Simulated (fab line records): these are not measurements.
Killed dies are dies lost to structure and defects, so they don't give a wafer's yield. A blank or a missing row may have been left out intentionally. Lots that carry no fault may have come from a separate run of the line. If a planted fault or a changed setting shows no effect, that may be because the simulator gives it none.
Tool commonality check :: flow berkeley-cmos170 :: 14 lots, 42 wafers sampled

WHY IT WAS OPENED
UCB170_M1_RS_MEAS_01, reading M1_AL_RS: flagged on 2 of 14 lots. No-fault wafers: 0.0485 ohm/sq, standard deviation 0.00055.
Rule: a lot gets a flag if all its wafers with a number sit over 4 standard deviations from that mean, or if no wafer of it has a number. The other lots count as sound.

lot: L996
measured: day 7 16:52
on: film-metro-01
M1_AL_RS (ohm/sq), wafer by wafer: 0.0479 0.0479 0.0477
flag: 

lot: L998
measured: day 7 16:52
on: film-metro-02
M1_AL_RS (ohm/sq), wafer by wafer: 0.0488 0.0478 0.0481
flag: 

lot: L100
measured: day 8 05:38
on: film-metro-03
M1_AL_RS (ohm/sq), wafer by wafer: 0.0480 0.0472 0.0476
flag: 

lot: L102
measured: day 8 16:13
on: film-metro-03
M1_AL_RS (ohm/sq), wafer by wafer: 0.0478 0.0490 0.0478
flag: 

lot: L104
measured: day 9 04:56
on: film-metro-01
M1_AL_RS (ohm/sq), wafer by wafer: 0.0483 0.0490 0.0487
flag: 

lot: L106
measured: day 9 13:22
on: film-metro-02
M1_AL_RS (ohm/sq), wafer by wafer: 0.0477 0.0480 0.0476
flag: 

lot: L105
measured: day 9 14:11
on: film-metro-01
M1_AL_RS (ohm/sq), wafer by wafer: 0.0489 0.0488 0.0489
flag: 

lot: L109
measured: day 9 15:16
on: film-metro-03
M1_AL_RS (ohm/sq), wafer by wafer: 0.0482 0.0481 0.0481
flag: 

lot: L108
measured: day 9 16:00
on: film-metro-02
M1_AL_RS (ohm/sq), wafer by wafer: 0.0490 0.0486 0.0490
flag: 

lot: L111
measured: day 10 04:59
on: film-metro-01
M1_AL_RS (ohm/sq), wafer by wafer: 0.0481 0.0480 0.0482
flag: 

lot: L110
measured: day 10 06:28
on: film-metro-03
M1_AL_RS (ohm/sq), wafer by wafer: 0.0667 0.0672 0.0668
flag: FLAGGED

lot: L114
measured: day 10 09:19
on: film-metro-02
M1_AL_RS (ohm/sq), wafer by wafer: 0.0694 0.0692 0.0687
flag: FLAGGED

lot: L119
measured: day 11 03:09
on: film-metro-01
M1_AL_RS (ohm/sq), wafer by wafer: 0.0486 0.0489 0.0488
flag: 

lot: L118
measured: day 11 03:34
on: film-metro-02
M1_AL_RS (ohm/sq), wafer by wafer: 0.0483 0.0489 0.0482
flag: 
On average the flagged lots' numbers are 0.0680 ohm/sq, which is +0.0195 ohm/sq against the usual, or +35 standard deviations.

WHICH TOOL RAN EACH LOT
Before the reading, the record contains 2 process steps out of a 331-step route. Read each cell as the tool, then ch plus the chambers that the sampled wafers visited, then the start.
lot: L996
flag: 
UCB170_SDANNEAL_RTA_01: rtp-anneal-02 ch 0, day 7 07:47
UCB170_M1_SPUTTER_00: pvd-sputter-03, day 7 16:47

lot: L998
flag: 
UCB170_SDANNEAL_RTA_01: rtp-anneal-01 ch 0, day 7 07:58
UCB170_M1_SPUTTER_00: pvd-sputter-01, day 7 16:47

lot: L100
flag: 
UCB170_SDANNEAL_RTA_01: rtp-anneal-02 ch 0, day 7 20:50
UCB170_M1_SPUTTER_00: pvd-sputter-03, day 8 05:35

lot: L102
flag: 
UCB170_SDANNEAL_RTA_01: rtp-anneal-02 ch 0, day 8 08:32
UCB170_M1_SPUTTER_00: pvd-sputter-01, day 8 16:10

lot: L104
flag: 
UCB170_SDANNEAL_RTA_01: rtp-anneal-02 ch 0, day 8 21:02
UCB170_M1_SPUTTER_00: pvd-sputter-02, day 9 04:52

lot: L106
flag: 
UCB170_SDANNEAL_RTA_01: rtp-anneal-01 ch 0, day 9 07:24
UCB170_M1_SPUTTER_00: pvd-sputter-03, day 9 13:18

lot: L105
flag: 
UCB170_SDANNEAL_RTA_01: rtp-anneal-02 ch 0, day 9 07:35
UCB170_M1_SPUTTER_00: pvd-sputter-02, day 9 14:07

lot: L109
flag: 
UCB170_SDANNEAL_RTA_01: rtp-anneal-01 ch 0, day 9 08:02
UCB170_M1_SPUTTER_00: pvd-sputter-03, day 9 15:13

lot: L108
flag: 
UCB170_SDANNEAL_RTA_01: rtp-anneal-01 ch 0, day 9 07:51
UCB170_M1_SPUTTER_00: pvd-sputter-03, day 9 15:56

lot: L111
flag: 
UCB170_SDANNEAL_RTA_01: rtp-anneal-02 ch 0, day 9 22:04
UCB170_M1_SPUTTER_00: pvd-sputter-01, day 10 04:56

lot: L110
flag: FLAGGED
UCB170_SDANNEAL_RTA_01: rtp-anneal-01 ch 0, day 9 22:14
UCB170_M1_SPUTTER_00: pvd-sputter-03, day 10 06:23

lot: L114
flag: FLAGGED
UCB170_SDANNEAL_RTA_01: rtp-anneal-01 ch 0, day 9 22:52
UCB170_M1_SPUTTER_00: pvd-sputter-03, day 10 09:14

lot: L119
flag: 
UCB170_SDANNEAL_RTA_01: rtp-anneal-02 ch 0, day 10 20:36
UCB170_M1_SPUTTER_00: pvd-sputter-02, day 11 03:04

lot: L118
flag: 
UCB170_SDANNEAL_RTA_01: rtp-anneal-01 ch 0, day 10 20:56
UCB170_M1_SPUTTER_00: pvd-sputter-01, day 11 03:30
What the steps here do:
- UCB170_SDANNEAL_RTA_01: time 5 s.
- UCB170_M1_SPUTTER_00: material Al, target thk 600 nm, time 80 s.
- UCB170_M1_RS_MEAS_01: measures by four-point-probe.

FLAGGED OVER TOTAL, TOOL BY TOOL (the gauges that took the reading come last)
step: UCB170_SDANNEAL_RTA_01
tool: rtp-anneal-01
lots run: 7
flagged: 2
share of the flagged lots: all
sound lots run after its first flagged lot: 1 (L118)

step: UCB170_SDANNEAL_RTA_01
tool: rtp-anneal-02
lots run: 7
flagged: 0
share of the flagged lots: none
sound lots run after its first flagged lot: -

step: UCB170_M1_SPUTTER_00
tool: pvd-sputter-01
lots run: 4
flagged: 0
share of the flagged lots: none
sound lots run after its first flagged lot: -

step: UCB170_M1_SPUTTER_00
tool: pvd-sputter-02
lots run: 3
flagged: 0
share of the flagged lots: none
sound lots run after its first flagged lot: -

step: UCB170_M1_SPUTTER_00
tool: pvd-sputter-03
lots run: 7
flagged: 2
share of the flagged lots: all
sound lots run after its first flagged lot: 0

step: UCB170_M1_RS_MEAS_01
tool: film-metro-01
lots run: 5
flagged: 0
share of the flagged lots: none
sound lots run after its first flagged lot: -

step: UCB170_M1_RS_MEAS_01
tool: film-metro-02
lots run: 5
flagged: 1
share of the flagged lots: some
sound lots run after its first flagged lot: 1 (L118)

step: UCB170_M1_RS_MEAS_01
tool: film-metro-03
lots run: 4
flagged: 1
share of the flagged lots: some
sound lots run after its first flagged lot: 0

THE TABLE: WHAT IT ALLOWS
Rows of the table that ran all the flagged lots, 2 in number: rtp-anneal-01 at UCB170_SDANNEAL_RTA_01; pvd-sputter-03 at UCB170_M1_SPUTTER_00.
- rtp-anneal-01 at UCB170_SDANNEAL_RTA_01 ran 7 lots, 2 of them flagged. Sound lots followed the first flagged one (L118) on it, something a lasting fault affecting the whole tool could not allow.
- pvd-sputter-03 at UCB170_M1_SPUTTER_00 ran 7 lots, 2 of them flagged. It ran its last sound lot, L108, at day 9 15:56 and its first flagged lot, L110, at day 10 06:23: a fault with its onset between the two fits.
pvd-sputter-03 at UCB170_M1_SPUTTER_00 is the single tool remaining.

WHAT THE SIMULATOR HAD PUT IN
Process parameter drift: pvd-sputter-03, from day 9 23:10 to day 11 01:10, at UCB170_M1_SPUTTER_00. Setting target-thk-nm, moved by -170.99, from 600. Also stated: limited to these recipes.
Shown lots that were struck: L110, L114. Same finding as the rule above.
